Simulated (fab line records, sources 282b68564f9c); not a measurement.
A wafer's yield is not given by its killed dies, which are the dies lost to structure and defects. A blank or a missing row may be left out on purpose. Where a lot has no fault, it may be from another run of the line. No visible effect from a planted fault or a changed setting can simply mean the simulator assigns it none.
fab line records ; flow ritCmos
[record] lots = 5; wafers = 23
route steps=202 shown PLDD@115 SILICIDE@162 CONTACT@173 M1@184
startH: hours from the record's opening day to when the first of the lot's shown wafers began ; waitH: how many hours have passed since the lot's step before this one ; " identical to the entry in the row above ; L1.1+2: several wafers, shown together as one row ; - no value, or no start was given ; * or withheld: withheld ; < > ~ a bound
route shown NAME@n: names a module that has steps shown in the file, with the first one's number in the route ; usual: mean/standard deviation of fault-free wafers ; same: alike in all rows ; chamber/n: place in a boat ; sites: the reading at each site ; _std_site: how widely they spread, as a standard deviation ; _edge_site: outer sites' mean less inner sites' ; radiusMm: for every site, how far away it sits from the centre of the wafer ; mask NAME#n: copy n ; behind: the most recent tool/chamber to have shaped the wafer ; hold: why the lot was held/for how many hours/how that ended ; device: names the non-switching transistor (n, p or np) ; end of line: the same wafers' tests at the end of the route ; a step with no rows: only its recipe ; killed: not the wafer's yield, but the dies lost to structure and defects at the first sort ; map: a wafer's dies, marking killed ones x, the rest . and places with no die _
set.NAME: setting as actually run; set.NAME@STEP: the setting as run at that earlier step ; model.NAME: the simulator's own value behind a step, which no gauge read
lots where settings were altered on purpose, with a table for each step and a row for each wafer
[[steps]]
[step RIT_PLDD_COAT_01]
[recipe] resist = NOVOLAK; spinRpm = 3250; resistThkNm = 1000
lot.wafer;tool;chamber;startH;waitH;set.spinRpm;model.NOVOLAK_of_PLDD_COAT_01.thkNm
L075.1;lithoTrack-03;0;48.23;0.1;3250;999
L075.3;lithoTrack-03;0;48.23;0.1;3250;999.7
L075.5;lithoTrack-03;0;48.23;0.1;3250;998
L076.2;lithoTrack-04;0;53.28;0.1;3180;1012
L076.3;lithoTrack-04;0;53.28;0.1;3180;1007
L076.4;lithoTrack-04;0;53.28;0.1;3250;998
L076.5;lithoTrack-04;0;53.28;0.1;3250;999.6
L076.6;lithoTrack-04;0;53.28;0.1;3250;996.5
L077.1;lithoTrack-03;0;58.75;0.1;3250;1001
L077.3;lithoTrack-03;0;58.75;0.1;3401;978.5
L077.4;lithoTrack-03;0;58.75;0.1;3401;979.1
L077.5;lithoTrack-03;0;58.75;0.1;3401;978.9
L077.6;lithoTrack-03;0;58.75;0.1;3250;999.2
L082.1;lithoTrack-01;0;81.97;0.1;3084;1026
L082.2+4;lithoTrack-01;0;81.97;0.1;3084;1028
L082.5;lithoTrack-01;0;81.97;0.1;3250;1000
L082.6;lithoTrack-01;0;81.97;0.1;3250;1003
L083.1;lithoTrack-03;0;87.37;0.1;3250;1003
L083.2;lithoTrack-03;0;87.37;0.1;3250;1007
L083.3;lithoTrack-03;0;87.37;0.1;3250;1006
L083.5;lithoTrack-03;0;87.37;0.1;3250;1004
L083.6;lithoTrack-03;0;87.37;0.1;3250;1005
[step RIT_PLDD_SOFTBAKE_02]
[recipe] resist = NOVOLAK; tempC = 90; timeS = 60
[step RIT_PLDD_EXPOSE_03]
[recipe] maskId = M8; na = 0.57; targetCdNm = 40900; doseMj = 250
[step RIT_PLDD_DEVELOP_05]
[recipe] resist = NOVOLAK; developTimeS = 50; devTempC = 23
[step RIT_PLDD_HARDBAKE_07]
[recipe] resist = NOVOLAK; tempC = 140; timeS = 60
lot.wafer;tool;chamber;startH;waitH;set.spinRpm@PLDD_COAT_01;model.NOVOLAK_of_PLDD_COAT_01.thkNm
L075.1;lithoTrack-01;0;48.97;0.0;3250;882.9
L075.3;lithoTrack-01;0;48.97;0.0;3250;883.5
L075.5;lithoTrack-01;0;48.97;0.0;3250;882
L076.2;lithoTrack-01;0;54.02;0.0;3180;894.3
L076.3;lithoTrack-01;0;54.02;0.0;3180;890
L076.4;lithoTrack-01;0;54.02;0.0;3250;882
L076.5;lithoTrack-01;0;54.02;0.0;3250;883.5
L076.6;lithoTrack-01;0;54.02;0.0;3250;880.7
L077.1;lithoTrack-03;0;59.48;0.0;3250;884.6
L077.3;lithoTrack-03;0;59.48;0.0;3401;864.9
L077.4;lithoTrack-03;0;59.48;0.0;3401;865.4
L077.5;lithoTrack-03;0;59.48;0.0;3401;865.3
L077.6;lithoTrack-03;0;59.48;0.0;3250;883.1
L082.1;lithoTrack-01;0;82.83;0.0;3084;906.3
L082.2;lithoTrack-01;0;82.83;0.0;3084;908.2
L082.4;lithoTrack-01;0;82.83;0.0;3084;908.6
L082.5;lithoTrack-01;0;82.83;0.0;3250;884
L082.6;lithoTrack-01;0;82.83;0.0;3250;886.4
L083.1;lithoTrack-01;0;88.10;0.0;3250;886.4
L083.2;lithoTrack-01;0;88.10;0.0;3250;889.8
L083.3;lithoTrack-01;0;88.10;0.0;3250;889.1
L083.5;lithoTrack-01;0;88.10;0.0;3250;887.3
L083.6;lithoTrack-01;0;88.10;0.0;3250;888.1
[step RIT_SILICIDE_SPUTTER_01]
[recipe] material = Ti; targetThkNm = 30; powerW = 350; chamberPressurePa = 0.667; gas = Ar; timeS = 240; substrateTempC = 25
lot.wafer;tool;chamber;startH;waitH;set.powerW;model.Ti_of_SILICIDE_SPUTTER_01.thkNm
L075.1;pvdSputter-04;-;57.08;0.0;350;30.27
L075.3;pvdSputter-04;-;57.08;0.0;350;30.62
L075.5;pvdSputter-04;-;57.08;0.0;350;30.34
L076.2;pvdSputter-02;-;61.11;0.0;350;29.82
L076.3;pvdSputter-02;-;61.11;0.0;350;30.69
L076.4;pvdSputter-02;-;61.11;0.0;350;29.7
L076.5;pvdSputter-02;-;61.11;0.0;334;28.25
L076.6;pvdSputter-02;-;61.11;0.0;334;28.48
L077.1;pvdSputter-04;-;66.31;0.0;350;29.17
L077.3;pvdSputter-04;-;66.31;0.0;350;29.43
L077.4;pvdSputter-04;-;66.31;0.0;350;29.91
L077.5;pvdSputter-04;-;66.31;0.0;350;29.49
L077.6;pvdSputter-04;-;66.31;0.0;350;29.77
L082.1;pvdSputter-02;-;91.11;0.0;350;30
L082.2;pvdSputter-02;-;91.11;0.0;350;29.4
L082.4;pvdSputter-02;-;91.11;0.0;331.2;27.5
L082.5;pvdSputter-02;-;91.11;0.0;331.2;27.91
L082.6;pvdSputter-02;-;91.11;0.0;350;29.15
L083.1;pvdSputter-03;-;95.23;0.0;350;30
L083.2;pvdSputter-03;-;95.23;0.0;350;30.18
L083.3;pvdSputter-03;-;95.23;0.0;350;30.31
L083.5;pvdSputter-03;-;95.23;0.0;350;30.23
L083.6;pvdSputter-03;-;95.23;0.0;350;29.93
[step RIT_SILICIDE_RS_MEAS_02]
[recipe] thkMeasGauge = four-point-probe; reads = Ti_of_SILICIDE_SPUTTER_01
[usual] SILICIDE_TI_RS = 48.1/0.84
lot.wafer;tool;chamber;startH;waitH;set.powerW@SILICIDE_SPUTTER_01;SILICIDE_TI_RS[ohm/sq]
L075.1;filmMetro-03;-;57.23;0.1;350;47.4
L075.3;filmMetro-03;-;57.23;0.1;350;46.8
L075.5;filmMetro-03;-;57.23;0.1;350;47.2
L076.2;filmMetro-04;-;61.28;0.1;350;48.3
L076.3;filmMetro-04;-;61.28;0.1;350;46.6
L076.4;filmMetro-04;-;61.28;0.1;350;48.5
L076.5;filmMetro-04;-;61.28;0.1;334;51.6
L076.6;filmMetro-04;-;61.28;0.1;334;51.3
L077.1;filmMetro-02;-;66.46;0.1;350;49.7
L077.3;filmMetro-02;-;66.46;0.1;350;49.0
L077.4;filmMetro-02;-;66.46;0.1;350;48.0
L077.5;filmMetro-02;-;66.46;0.1;350;48.9
L077.6;filmMetro-02;-;66.46;0.1;350;48.3
L082.1;filmMetro-02;-;91.26;0.1;350;47.9
L082.2;filmMetro-02;-;91.26;0.1;350;49.1
L082.4;filmMetro-02;-;91.26;0.1;331.2;53.3
L082.5;filmMetro-02;-;91.26;0.1;331.2;52.4
L082.6;filmMetro-02;-;91.26;0.1;350;49.7
L083.1;filmMetro-03;-;95.38;0.1;350;48.0
L083.2;filmMetro-03;-;95.38;0.1;350;47.5
L083.3;filmMetro-03;-;95.38;0.1;350;47.3
L083.5;filmMetro-03;-;95.38;0.1;350;47.5
L083.6;filmMetro-03;-;95.38;0.1;350;48.2
[step RIT_SILICIDE_THK_MEAS_03]
[recipe] thkMeasGauge = xrf; reads = Ti_of_SILICIDE_SPUTTER_01
[usual] SILICIDE_TI_THK = 30.1/0.42
lot.wafer;tool;chamber;startH;waitH;set.powerW@SILICIDE_SPUTTER_01;SILICIDE_TI_THK[nm]
L075.1;filmMetro-03;-;57.35;0.1;350;30.4
L075.3;filmMetro-03;-;57.35;0.1;350;31.0
L075.5;filmMetro-03;-;57.35;0.1;350;30.5
L076.2;filmMetro-04;-;61.39;0.1;350;30.0
L076.3;filmMetro-04;-;61.39;0.1;350;30.9
L076.4;filmMetro-04;-;61.39;0.1;350;30.0
L076.5;filmMetro-04;-;61.39;0.1;334;28.5
L076.6;filmMetro-04;-;61.39;0.1;334;28.7
L077.1;filmMetro-02;-;66.58;0.1;350;29.6
L077.3;filmMetro-02;-;66.58;0.1;350;29.6
L077.4;filmMetro-02;-;66.58;0.1;350;30.1
L077.5;filmMetro-02;-;66.58;0.1;350;29.7
L077.6;filmMetro-02;-;66.58;0.1;350;30.0
L082.1;filmMetro-02;-;91.38;0.1;350;30.2
L082.2;filmMetro-02;-;91.38;0.1;350;29.5
L082.4;filmMetro-02;-;91.38;0.1;331.2;27.5
L082.5;filmMetro-02;-;91.38;0.1;331.2;28.1
L082.6;filmMetro-02;-;91.38;0.1;350;29.5
L083.1;filmMetro-03;-;95.50;0.1;350;30.3
L083.2;filmMetro-03;-;95.50;0.1;350;30.3
L083.3;filmMetro-03;-;95.50;0.1;350;30.5
L083.5;filmMetro-03;-;95.50;0.1;350;30.5
L083.6;filmMetro-03;-;95.50;0.1;350;30.0
[step RIT_CONTACT_EXPOSE_05]
[recipe] maskId = M11; na = 0.6; sourceShape = conventional; sigmaOuter = 0.5; targetCdNm = 1000; doseMj = 250
lot.wafer;tool;chamber;startH;waitH;mask;set.doseMj
L075.1+3+5;ilineStepper-01;0;58.15;0.1;M11#0;250
L076.2+4+5;ilineStepper-02;0;62.47;0.2;M11#0;250
L076.3+6;ilineStepper-02;0;62.47;0.2;M11#0;261.1
L077.1+5;ilineStepper-02;0;67.50;0.1;M11#0;231.8
L077.3+4+6;ilineStepper-02;0;67.50;0.1;M11#0;250
L082.1+2+5;ilineStepper-01;0;92.21;0.1;M11#0;267.3
L082.4+6;ilineStepper-01;0;92.21;0.1;M11#0;250
L083.1+2;ilineStepper-01;0;96.35;0.1;M11#0;260
L083.3+5+6;ilineStepper-01;0;96.35;0.1;M11#0;250
[step RIT_CONTACT_PEB_06]
[recipe] resist = NOVOLAK; tempC = withheld; timeS = withheld
[step RIT_CONTACT_DEVELOP_07]
[recipe] resist = NOVOLAK; developTimeS = 120; devTempC = 23
[step RIT_CONTACT_CD_MEAS_08]
[recipe] targetCdNm = 1000
[usual] cdNm = 999.8/2
lot.wafer;tool;chamber;startH;waitH;set.doseMj@CONTACT_EXPOSE_05;cdNm
L075.1;cdSem-02;-;58.67;-;250;998.1
L075.3;cdSem-02;-;58.67;-;250;999.9
L075.5;cdSem-02;-;58.67;-;250;1000.0
L076.2;cdSem-01;-;62.99;-;250;996.6
L076.3;cdSem-01;-;62.99;-;261.1;1009.8
L076.4;cdSem-01;-;62.99;-;250;997.7
L076.5;cdSem-01;-;62.99;-;250;997.1
L076.6;cdSem-01;-;62.99;-;261.1;1008.9
L077.1;cdSem-01;-;68.02;-;231.8;976.0
L077.3;cdSem-01;-;68.02;-;250;998.8
L077.4;cdSem-01;-;68.02;-;250;997.8
L077.5;cdSem-01;-;68.02;-;231.8;977.7
L077.6;cdSem-01;-;68.02;-;250;998.7
L082.1;cdSem-02;-;92.72;-;267.3;1021.5
L082.2;cdSem-02;-;92.72;-;267.3;1019.4
L082.4;cdSem-02;-;92.72;-;250;1002.1
L082.5;cdSem-02;-;92.72;-;267.3;1019.5
L082.6;cdSem-02;-;92.72;-;250;1001.1
L083.1;cdSem-02;-;96.86;-;260;1010.3
L083.2;cdSem-02;-;96.86;-;260;1011.1
L083.3;cdSem-02;-;96.86;-;250;999.9
L083.5;cdSem-02;-;96.86;-;250;997.5
L083.6;cdSem-02;-;96.86;-;250;997.1
[step RIT_CONTACT_HARDBAKE_10]
[recipe] resist = NOVOLAK; tempC = 140; timeS = 60
[step RIT_CONTACT_ETCH_11]
[recipe] targetDepthA = 4800; overEtchFrac = 0.2; stopOn = TiSi2; chemistry = CHF3/CF4/Ar; target = SiO2; CHF3_flow_sccm = 50; cf4FlowSccm = 10; Ar_flow_sccm = 100; O2_flow_sccm = 5; pressureMtorr = 100; rfW = 200; timeS = 320
lot.wafer;tool;chamber;startH;waitH;set.doseMj@CONTACT_EXPOSE_05;model.CONTACT.cdNm
L075.1;rieDiel-03;1;58.97;0.1;250;998.5
L075.3;rieDiel-03;0;58.97;0.1;250;999.7
L075.5;rieDiel-03;2;58.97;0.1;250;999.6
L076.2;rieDiel-04;1;63.28;0.1;250;996.8
L076.3;rieDiel-04;2;63.28;0.1;261.1;1010
L076.4;rieDiel-04;0;63.28;0.1;250;997.6
L076.5;rieDiel-04;0;63.28;0.1;250;997.3
L076.6;rieDiel-04;1;63.28;0.1;261.1;1009
L077.1;rieDiel-01;1;68.32;0.1;231.8;976.2
L077.3+6;rieDiel-01;2,1;68.32;0.1;250;998.8
L077.4;rieDiel-01;3;68.32;0.1;250;998.3
L077.5;rieDiel-01;0;68.32;0.1;231.8;978.1
L082.1;rieDiel-01;0;93.03;0.1;267.3;1022
L082.2;rieDiel-01;1;93.03;0.1;267.3;1020
L082.4+6;rieDiel-01;2,0;93.03;0.1;250;1002
L082.5;rieDiel-01;1;93.03;0.1;267.3;1019
L083.1;rieDiel-04;1;97.17;0.1;260;1010
L083.2;rieDiel-04;3;97.17;0.1;260;1012
L083.3;rieDiel-04;0;97.17;0.1;250;1000
L083.5;rieDiel-04;0;97.17;0.1;250;998
L083.6;rieDiel-04;3;97.17;0.1;250;997.2
[step RIT_CONTACT_STRIP_12]
[recipe] chemistry = O2; timeS = 180; resist = NOVOLAK; platenTempC = withheld; powerW = 500; pressureMtorr = 4000; o2FlowSccm = 4000
[step RIT_CONTACT_CD_MEAS_90]
[recipe] targetCdNm = 1000
[usual] cdNm = 1000.1/2
lot.wafer;tool;chamber;startH;waitH;set.doseMj@CONTACT_EXPOSE_05;cdNm
L075.1;cdSem-01;-;59.34;0.1;250;998.1
L075.3;cdSem-01;-;59.34;0.1;250;1000.1
L075.5;cdSem-01;-;59.34;0.1;250;999.7
L076.2;cdSem-01;-;63.67;0.1;250;996.6
L076.3;cdSem-01;-;63.67;0.1;261.1;1009.7
L076.4;cdSem-01;-;63.67;0.1;250;997.8
L076.5;cdSem-01;-;63.67;0.1;250;997.7
L076.6;cdSem-01;-;63.67;0.1;261.1;1008.8
L077.1;cdSem-01;-;68.69;0.1;231.8;976.3
L077.3;cdSem-01;-;68.69;0.1;250;999.3
L077.4;cdSem-01;-;68.69;0.1;250;998.4
L077.5;cdSem-01;-;68.69;0.1;231.8;978.3
L077.6;cdSem-01;-;68.69;0.1;250;998.5
L082.1;cdSem-01;-;93.40;0.1;267.3;1021.6
L082.2;cdSem-01;-;93.40;0.1;267.3;1020.1
L082.4;cdSem-01;-;93.40;0.1;250;1002.4
L082.5;cdSem-01;-;93.40;0.1;267.3;1019.6
L082.6;cdSem-01;-;93.40;0.1;250;1001.5
L083.1;cdSem-01;-;97.54;0.1;260;1010.1
L083.2;cdSem-01;-;97.54;0.1;260;1011.6
L083.3;cdSem-01;-;97.54;0.1;250;1000.3
L083.5;cdSem-01;-;97.54;0.1;250;998.2
L083.6;cdSem-01;-;97.54;0.1;250;997.4
[step RIT_M1_SPUTTER_00]
[recipe] material = Al; targetThkNm = 400; powerW = 2000; chamberPressurePa = 0.4; gas = Ar; timeS = 500; substrateTempC = 25
lot.wafer;tool;chamber;startH;waitH;set.timeS;model.Al_of_M1_SPUTTER_00.thkNm
L075.1;pvdSputter-03;-;59.83;0.0;500;407.1
L075.3;pvdSputter-03;-;59.83;0.0;500;409.7
L075.5;pvdSputter-03;-;59.83;0.0;500;399.3
L076.2;pvdSputter-01;-;64.15;0.0;500;397.6
L076.3;pvdSputter-01;-;64.15;0.0;500;402.5
L076.4;pvdSputter-01;-;64.15;0.0;500;401.6
L076.5;pvdSputter-01;-;64.15;0.0;500;395.7
L076.6;pvdSputter-01;-;64.15;0.0;500;405.7
L077.1;pvdSputter-03;-;69.16;0.0;539.8;439
L077.3;pvdSputter-03;-;69.16;0.0;539.8;438.1
L077.4;pvdSputter-03;-;69.16;0.0;500;414.6
L077.5;pvdSputter-03;-;69.16;0.0;500;411.7
L077.6;pvdSputter-03;-;69.16;0.0;500;412.6
L082.1;pvdSputter-01;-;93.87;0.0;500;401.7
L082.2;pvdSputter-01;-;93.87;0.0;500;405.5
L082.4;pvdSputter-01;-;93.87;0.0;500;406.8
L082.5;pvdSputter-01;-;93.87;0.0;500;407.3
L082.6;pvdSputter-01;-;93.87;0.0;500;397.1
L083.1;pvdSputter-02;-;98.01;0.0;500;406.1
L083.2;pvdSputter-02;-;98.01;0.0;500;407.9
L083.3;pvdSputter-02;-;98.01;0.0;500;402.1
L083.5;pvdSputter-02;-;98.01;0.0;472.4;384.6
L083.6;pvdSputter-02;-;98.01;0.0;472.4;386.6
[step RIT_M1_RS_MEAS_01]
[recipe] thkMeasGauge = four-point-probe; reads = Al_of_M1_SPUTTER_00
[usual] M1_AL_RS = 0.0729/0.00099
lot.wafer;tool;chamber;startH;waitH;set.timeS@M1_SPUTTER_00;M1_AL_RS[ohm/sq]
L075.1;filmMetro-02;-;60.12;0.1;500;0.0722
L075.3;filmMetro-02;-;60.12;0.1;500;0.0718
L075.5;filmMetro-02;-;60.12;0.1;500;0.0735
L076.2;filmMetro-01;-;64.46;0.2;500;0.0739
L076.3;filmMetro-01;-;64.46;0.2;500;0.0728
L076.4;filmMetro-01;-;64.46;0.2;500;0.0731
L076.5;filmMetro-01;-;64.46;0.2;500;0.0741
L076.6;filmMetro-01;-;64.46;0.2;500;0.0722
L077.1;filmMetro-01;-;69.46;0.1;539.8;0.0668
L077.3;filmMetro-01;-;69.46;0.1;539.8;0.0669
L077.4;filmMetro-01;-;69.46;0.1;500;0.0707
L077.5;filmMetro-01;-;69.46;0.1;500;0.0711
L077.6;filmMetro-01;-;69.46;0.1;500;0.0711
L082.1;filmMetro-02;-;94.16;0.1;500;0.0731
L082.2;filmMetro-02;-;94.16;0.1;500;0.0723
L082.4;filmMetro-02;-;94.16;0.1;500;0.0722
L082.5;filmMetro-02;-;94.16;0.1;500;0.0721
L082.6;filmMetro-02;-;94.16;0.1;500;0.0739
L083.1;filmMetro-01;-;98.30;0.1;500;0.0723
L083.2;filmMetro-01;-;98.30;0.1;500;0.0719
L083.3;filmMetro-01;-;98.30;0.1;500;0.0730
L083.5;filmMetro-01;-;98.30;0.1;472.4;0.0765
L083.6;filmMetro-01;-;98.30;0.1;472.4;0.0761
[step RIT_M1_THK_MEAS_02]
[recipe] thkMeasGauge = xrf; reads = Al_of_M1_SPUTTER_00
[usual] M1_AL_THK = 399/6.2
lot.wafer;tool;chamber;startH;waitH;set.timeS@M1_SPUTTER_00;M1_AL_THK[nm]
L075.1;filmMetro-02;-;60.24;0.1;500;407
L075.3;filmMetro-02;-;60.24;0.1;500;409
L075.5;filmMetro-02;-;60.24;0.1;500;398
L076.2;filmMetro-01;-;64.57;0.1;500;395
L076.3;filmMetro-01;-;64.57;0.1;500;401
L076.4;filmMetro-01;-;64.57;0.1;500;398
L076.5;filmMetro-01;-;64.57;0.1;500;392
L076.6;filmMetro-01;-;64.57;0.1;500;404
L077.1;filmMetro-01;-;69.58;0.1;539.8;436
L077.3;filmMetro-01;-;69.58;0.1;539.8;433
L077.4;filmMetro-01;-;69.58;0.1;500;409
L077.5;filmMetro-01;-;69.58;0.1;500;411
L077.6;filmMetro-01;-;69.58;0.1;500;408
L082.1;filmMetro-02;-;94.28;0.1;500;401
L082.2;filmMetro-02;-;94.28;0.1;500;401
L082.4;filmMetro-02;-;94.28;0.1;500;406
L082.5;filmMetro-02;-;94.28;0.1;500;408
L082.6;filmMetro-02;-;94.28;0.1;500;398
L083.1;filmMetro-01;-;98.42;0.1;500;400
L083.2;filmMetro-01;-;98.42;0.1;500;400
L083.3;filmMetro-01;-;98.42;0.1;500;399
L083.5;filmMetro-01;-;98.42;0.1;472.4;381
L083.6;filmMetro-01;-;98.42;0.1;472.4;381
[step RIT_M1_COAT_04]
[recipe] resist = NOVOLAK; spinRpm = 2000; resistThkNm = 1300
lot.wafer;tool;chamber;startH;waitH;set.spinRpm;model.NOVOLAK_of_M1_COAT_04.thkNm
L075.1;lithoTrack-04;0;60.45;0.1;2000;1300
L075.3;lithoTrack-04;0;60.45;0.1;2000;1302
L075.5;lithoTrack-04;0;60.45;0.1;2000;1297
L076.2;lithoTrack-03;0;64.80;0.1;2070;1276
L076.3;lithoTrack-03;0;64.80;0.1;2000;1301
L076.4;lithoTrack-03;0;64.80;0.1;2070;1274
L076.5;lithoTrack-03;0;64.80;0.1;2000;1300
L076.6;lithoTrack-03;0;64.80;0.1;2000;1299
L077.1;lithoTrack-03;0;69.79;0.1;1866;-
L077.3;lithoTrack-03;0;69.79;0.1;2000;-
L077.4;lithoTrack-03;0;69.79;0.1;1866;1352
L077.5;lithoTrack-03;0;69.79;0.1;2000;1304
L077.6;lithoTrack-03;0;69.79;0.1;2000;1298
L082.1+4;lithoTrack-03;0;94.49;0.1;2000;1303
L082.2;lithoTrack-03;0;94.49;0.1;1918;1332
L082.5;lithoTrack-03;0;94.49;0.1;1918;1328
L082.6;lithoTrack-03;0;94.49;0.1;1918;1331
L083.1;lithoTrack-01;0;98.63;0.1;2000;1295
L083.2;lithoTrack-01;0;98.63;0.1;2051;1283
L083.3;lithoTrack-01;0;98.63;0.1;2051;1275
L083.5;lithoTrack-01;0;98.63;0.1;2051;-
L083.6;lithoTrack-01;0;98.63;0.1;2000;-
[step RIT_M1_DEVELOP_08]
[recipe] resist = NOVOLAK; developTimeS = 68; devTempC = 23
lot.wafer;tool;chamber;startH;waitH;set.developTimeS
L075.1+3+5;lithoTrack-04;0;-;-;68
L076.2+3+4+5+6;lithoTrack-03;0;-;-;68
L077.1+3+5;lithoTrack-04;0;-;-;60.53
L077.4+6;lithoTrack-04;0;-;-;68
L082.1+5;lithoTrack-04;0;-;-;68
L082.2+4+6;lithoTrack-04;0;-;-;71.46
L083.1+5;lithoTrack-04;0;-;-;68
L083.2+3+6;lithoTrack-04;0;-;-;63.65
[step RIT_M1_CD_MEAS_09]
[recipe] targetCdNm = 2600
[usual] cdNm = 2599.9/2.8
lot.wafer;tool;chamber;startH;waitH;set.developTimeS@M1_DEVELOP_08;cdNm
L075.1;cdSem-02;-;61.18;-;68;2597.7
L075.3;cdSem-02;-;61.18;-;68;2595.9
L075.5;cdSem-02;-;61.18;-;68;2594.2
L076.2;cdSem-02;-;65.65;-;68;2598.7
L076.3;cdSem-02;-;65.65;-;68;2601.0
L076.4;cdSem-02;-;65.65;-;68;2601.1
L076.5;cdSem-02;-;65.65;-;68;2601.8
L076.6;cdSem-02;-;65.65;-;68;2601.5
L077.1;cdSem-02;-;70.52;-;60.53;2613.0
L077.3;cdSem-02;-;70.52;-;60.53;2609.5
L077.4;cdSem-02;-;70.52;-;68;2605.5
L077.5;cdSem-02;-;70.52;-;60.53;2610.2
L077.6;cdSem-02;-;70.52;-;68;2598.6
L082.1;cdSem-02;-;95.32;-;68;2597.4
L082.2;cdSem-02;-;95.32;-;71.46;2595.1
L082.4;cdSem-02;-;95.32;-;71.46;2592.9
L082.5;cdSem-02;-;95.32;-;68;2600.0
L082.6;cdSem-02;-;95.32;-;71.46;2595.8
L083.1;cdSem-02;-;99.36;-;68;2596.9
L083.2;cdSem-02;-;99.36;-;63.65;2601.6
L083.3;cdSem-02;-;99.36;-;63.65;2600.7
L083.5;cdSem-02;-;99.36;-;68;2595.0
L083.6;cdSem-02;-;99.36;-;63.65;2602.2
[step RIT_M1_HARDBAKE_11]
[recipe] resist = NOVOLAK; tempC = 140; timeS = 120
lot.wafer;tool;chamber;startH;waitH;set.spinRpm@M1_COAT_04;model.NOVOLAK_of_M1_COAT_04.thkNm
L075.1;lithoTrack-01;0;61.34;0.0;2000;1137
L075.3;lithoTrack-01;0;61.34;0.0;2000;1139
L075.5;lithoTrack-01;0;61.34;0.0;2000;1134
L076.2;lithoTrack-01;0;65.83;0.1;2070;1116
L076.3;lithoTrack-01;0;65.83;0.1;2000;1138
L076.4;lithoTrack-01;0;65.83;0.1;2070;1115
L076.5;lithoTrack-01;0;65.83;0.1;2000;1137
L076.6;lithoTrack-01;0;65.83;0.1;2000;1136
L077.1;lithoTrack-03;0;70.67;0.0;1866;-
L077.3;lithoTrack-03;0;70.67;0.0;2000;-
L077.4;lithoTrack-03;0;70.67;0.0;1866;1182
L077.5;lithoTrack-03;0;70.67;0.0;2000;1140
L077.6;lithoTrack-03;0;70.67;0.0;2000;1136
L082.1+4;lithoTrack-01;0;95.48;0.0;2000;1139
L082.2+6;lithoTrack-01;0;95.48;0.0;1918;1164
L082.5;lithoTrack-01;0;95.48;0.0;1918;1161
L083.1;lithoTrack-04;0;99.52;0.0;2000;1133
L083.2;lithoTrack-04;0;99.52;0.0;2051;1122
L083.3;lithoTrack-04;0;99.52;0.0;2051;1115
L083.5;lithoTrack-04;0;99.52;0.0;2051;-
L083.6;lithoTrack-04;0;99.52;0.0;2000;-
[step RIT_M1_METAL_ETCH_12]
[recipe] stopOn = SiO2; chemistry = Cl2/BCl3; target = Al; timeS = 165; overEtchFrac = 0.5; pressureMtorr = 100; targetDepthA = 6000; rfW = 250; Cl2_flow_sccm = 60; bcl3FlowSccm = 50
lot.wafer;tool;chamber;startH;waitH;set.spinRpm@M1_COAT_04;model.NOVOLAK_of_M1_COAT_04.thkNm
L075.1;rieMetal-01;1;61.59;0.2;2000;816.6
L075.3;rieMetal-01;0;61.59;0.2;2000;792.9
L075.5;rieMetal-01;1;61.59;0.2;2000;814.5
L076.2;rieMetal-02;0;66.03;0.2;2070;789.9
L076.3;rieMetal-02;0;66.03;0.2;2000;812.3
L076.4;rieMetal-02;1;66.03;0.2;2070;768.7
L076.5;rieMetal-02;0;66.03;0.2;2000;810.5
L076.6;rieMetal-02;1;66.03;0.2;2000;790.3
L077.1;rieMetal-04;0;70.92;0.2;1866;-
L077.3;rieMetal-04;0;70.92;0.2;2000;-
L077.4;rieMetal-04;0;70.92;0.2;1866;857.1
L077.5;rieMetal-04;0;70.92;0.2;2000;814
L077.6;rieMetal-04;0;70.92;0.2;2000;811
L082.1;rieMetal-02;1;95.73;0.2;2000;799.8
L082.2;rieMetal-02;0;95.73;0.2;1918;836.8
L082.4;rieMetal-02;0;95.73;0.2;2000;814.1
L082.5;rieMetal-02;0;95.73;0.2;1918;834.5
L082.6;rieMetal-02;1;95.73;0.2;1918;822.2
L083.1;rieMetal-04;0;99.77;0.2;2000;809.5
L083.2;rieMetal-04;1;99.77;0.2;2051;788.7
L083.3;rieMetal-04;0;99.77;0.2;2051;792.1
L083.5;rieMetal-04;0;99.77;0.2;2051;-
L083.6;rieMetal-04;1;99.77;0.2;2000;-
[[key]]
[split] step = RIT_PLDD_COAT_01; setting = spinRpm; stated = 3250; by = wafer
[response] step = RIT_PLDD_COAT_01; reading = model.NOVOLAK_of_PLDD_COAT_01.thkNm; change = -4.88; per = 1%; r = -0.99
[response] step = RIT_PLDD_HARDBAKE_07; reading = model.NOVOLAK_of_PLDD_COAT_01.thkNm; change = -4.27; per = 1%; r = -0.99
[split] step = RIT_SILICIDE_SPUTTER_01; setting = powerW; stated = 350; by = wafer
[response] step = RIT_SILICIDE_SPUTTER_01; reading = model.Ti_of_SILICIDE_SPUTTER_01.thkNm; change = +0.352; per = 1%; r = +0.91
[response] step = RIT_SILICIDE_RS_MEAS_02; reading = SILICIDE_TI_RS; change = -0.763; per = 1%; r = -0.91
[response] step = RIT_SILICIDE_THK_MEAS_03; reading = SILICIDE_TI_THK; change = +0.365; per = 1%; r = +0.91
[split] step = RIT_CONTACT_EXPOSE_05; setting = doseMj; stated = 250; by = wafer
[response] step = RIT_CONTACT_CD_MEAS_08; reading = cdNm; change = +2.85; per = 1%; r = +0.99
[response] step = RIT_CONTACT_ETCH_11; reading = model.CONTACT.cdNm; change = +2.85; per = 1%; r = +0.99
[response] step = RIT_CONTACT_CD_MEAS_90; reading = cdNm; change = +2.82; per = 1%; r = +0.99
[split] step = RIT_M1_SPUTTER_00; setting = timeS; stated = 500; by = wafer
[response] step = RIT_M1_SPUTTER_00; reading = model.Al_of_M1_SPUTTER_00.thkNm; change = +3.33; per = 1%; r = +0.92
[response] step = RIT_M1_RS_MEAS_01; reading = M1_AL_RS; change = -0.000575; per = 1%; r = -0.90
[response] step = RIT_M1_THK_MEAS_02; reading = M1_AL_THK; change = +3.22; per = 1%; r = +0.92
[split] step = RIT_M1_COAT_04; setting = spinRpm; stated = 2000; by = wafer
[response] step = RIT_M1_COAT_04; reading = model.NOVOLAK_of_M1_COAT_04.thkNm; change = -7.17; per = 1%; r = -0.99
[response] step = RIT_M1_HARDBAKE_11; reading = model.NOVOLAK_of_M1_COAT_04.thkNm; change = -6.17; per = 1%; r = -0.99
[response] step = RIT_M1_METAL_ETCH_12; reading = model.NOVOLAK_of_M1_COAT_04.thkNm; change = -6.61; per = 1%; r = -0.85
[split] step = RIT_M1_DEVELOP_08; setting = developTimeS; stated = 68; by = wafer
[response] step = RIT_M1_CD_MEAS_09; reading = cdNm; change = -0.82; per = 1%; r = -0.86
